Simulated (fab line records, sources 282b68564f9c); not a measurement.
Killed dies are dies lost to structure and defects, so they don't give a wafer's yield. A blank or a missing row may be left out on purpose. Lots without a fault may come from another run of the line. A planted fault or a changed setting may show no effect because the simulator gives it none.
Problem report in the 8D (eight disciplines) form, filled by code | flow rit_cmos | the parts of the form that need people (team, actions taken, sign-off) are left out

1. THE PROBLEM
killed_at_front_end at RIT_M1_PROBE_99 reads a mean of 21.7 on 6 wafers of 2 lots; wafers without a fault read 6.9 with a standard deviation of 2.9. That is +5.1 standard deviations from the usual mean.
First seen on wafer L250.4, day 5 02:54, on prober-01. The record holds 42 wafers of 14 lots with a number at this step. Rule for "out", or "out of limits": more than 4 standard deviations from the usual mean. The other wafers with a number count as sound.

2. WHAT IT IS AND WHAT IT IS NOT
question                    | is                                 | is not
which readings at this step | killed_at_front_end, killed_on_rim | killed_at_M0_to_M3, killed_short
which lots                  | L250, L251                         | L242, L243, L244, L245, L246, L247, L248, L249, L261, L263, L264, L265
which wafers of those lots  | all that have a number             | -
read on which tools         | prober-01, prober-02               | -
when                        | from day 5 02:54                   | up to then (24 sound wafers); but 12 sound wafers of L261, L263, L264, L265 came after

3. SUSPECTS, AND WHAT RULES EACH OUT
Counting: a tool at a process step up to the reading stays a suspect if it ran every lot that is out and no sound lot after the first of them.
- plasma_asher-01 at RIT_ACTIVE_STRIP_14 (strips in O2, time 180 s): kept. It ran every lot that is out, first L250 (day 3 06:54), and no sound lot after that; its last sound lot up to then is L248 (day 2 22:07).
- plasma_asher-01 at RIT_PRETRO_STRIP_09 (strips in O2, time 180 s): ruled out as a lasting fault. Sound lots L264, L265 ran on it after its first lot that is out, L250 (day 3 23:59).
Left after counting: plasma_asher-01 at RIT_ACTIVE_STRIP_14.

4. THE CAUSE (what the simulator had put in)
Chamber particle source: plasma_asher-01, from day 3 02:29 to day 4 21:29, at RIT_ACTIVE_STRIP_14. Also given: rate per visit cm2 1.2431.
Counting left only this tool.

5. THE CHAIN OF EFFECTS, in route order
Each row: a reading whose mean over the struck wafers that have a number lies more than 3 standard deviations from the usual. Only readings for which the record gives a usual standard deviation are gone through. hours: the time from each lot's start at the first step in this table that gives one to its start at this step, as a median over the lots. sigmas: the change in usual standard deviations.
hours | step            | reading             | usual | on struck wafers | change | sigmas
0     | RIT_M1_PROBE_99 | killed_at_front_end | 6.9   | 21.7             | +14.8  | +5.1
0     | RIT_M1_PROBE_99 | killed_dies         | 7.1   | 21.8             | +14.7  | +4.9
0     | RIT_M1_PROBE_99 | killed_on_rim       | 2.0   | 9.8              | +7.8   | +5.6
The process steps in it:
- RIT_M1_PROBE_99

6. WHAT WOULD HAVE CAUGHT IT SOONER
In this record the first reading out of limits was taken at day 5 02:54, 48 hours after the fault began at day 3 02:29.
Of the tool readings at RIT_ACTIVE_STRIP_14 for which the record gives a usual standard deviation, none was out on any struck wafer, so an alarm limit of 4 standard deviations on them would not have fired.
All the lots that are out (2) had begun RIT_ACTIVE_STRIP_14 on plasma_asher-01 by day 5 02:54. A hold on the tool at that time would have spared none of them.
